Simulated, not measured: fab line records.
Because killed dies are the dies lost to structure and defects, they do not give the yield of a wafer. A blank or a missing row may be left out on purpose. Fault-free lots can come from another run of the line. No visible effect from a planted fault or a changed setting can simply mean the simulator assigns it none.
The same fault as seen by 2 desks    flow berkeley-cmos170    only its own numbers are on each desk; what lay behind them is given at the end

## FROM THE METROLOGY DESK
Lot by lot, what the gauges showed, no matter which tool ran the lot: averages of those sampled wafers that carry a number. If a lot's mean is further than 4 standard deviations from the usual mean, the lot is out of limits and carries the mark OUT (the distance appears in the brackets).
Columns: A = SILICIDE_TI_RS at UCB170_SILICIDE_RS_MEAS_02, usual 26.2 ohm/sq; B = SILICIDE_TI_THK at UCB170_SILICIDE_THK_MEAS_03, usual 29.9 nm; C = CONTACT_PSG_THK at UCB170_CONTACT_THK_MEAS_02, usual 704 nm
lot   first seen here  A     B     C
L302  day 6 13:32      26.3  29.9  694
L303  day 7 07:22      25.9  30.3  700
L304  day 7 12:56      26.8  29.5  712
L309  day 7 22:54      26.0  30.0  717
L305  day 7 23:21      26.5  29.7  700
L306  day 7 23:51      26.4  29.8  703
L308  day 8 00:14      26.1  30.0  706
L312  day 8 10:26      26.2  30.0  703
L310  day 8 11:14      25.9  30.3  707
L311  day 8 11:25      26.2  29.8  713
L313  day 9 03:34      26.5  29.8  625 (-12) OUT
L314  day 9 08:48      26.2  29.9  627 (-12) OUT
L322  day 11 01:11     26.6  29.5  709
This desk reports L313, L314 out of limits; the earliest was L313 at day 9 07:32 (CONTACT_PSG_THK at UCB170_CONTACT_THK_MEAS_02). Within limits: L302, L303, L304, L309, L305, L306, L308, L312, L310, L311, L322.

## DESK OF THE TOOL OWNER: lpcvd-02
The tool's own readings at UCB170_CONTACT_CVD_01 (deposits PSG from SiH4/O2/PH3, target thk 700 nm, time 2820 s): means of the sampled wafers that have a number, for each lot that ran on this tool. If a lot's mean is further than 4 standard deviations from the usual mean, the lot is out of limits and carries the mark OUT (the distance appears in the brackets).
Columns: A = pressure-mtorr at UCB170_CONTACT_CVD_01, usual 299.9 mTorr
lot   first seen here  A
L302  day 6 14:09      299.4
L303  day 7 07:49      300.4
L305  day 8 00:09      299.2
L310  day 8 12:26      299.6
L311  day 8 15:07      300.1
L313  day 9 04:51      240.0 (-95) OUT
L314  day 9 09:15      240.3 (-95) OUT
This desk finds L313, L314 out of limits, L313 being first, at day 9 04:51 (pressure-mtorr at UCB170_CONTACT_CVD_01). Within limits: L302, L303, L305, L310, L311.

## PUT TOGETHER
The tool owner's desk had the chance to raise an alarm at day 9 04:51 on L313, L314.
The metrology desk could have raised an alarm at day 9 07:32, on L313, L314.
Every lot named ran UCB170_CONTACT_CVD_01 on lpcvd-02.

## WHAT THE SIMULATOR HAD PUT IN
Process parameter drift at UCB170_CONTACT_CVD_01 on lpcvd-02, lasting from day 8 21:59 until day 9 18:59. A move of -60 in setting pressure-mtorr, from 300. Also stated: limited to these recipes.
Struck lots among those shown: L313, L314.
Counting hours from when the fault started, the first reading out of limits came at 7 for the tool owner's desk and at 10 for the metrology desk.
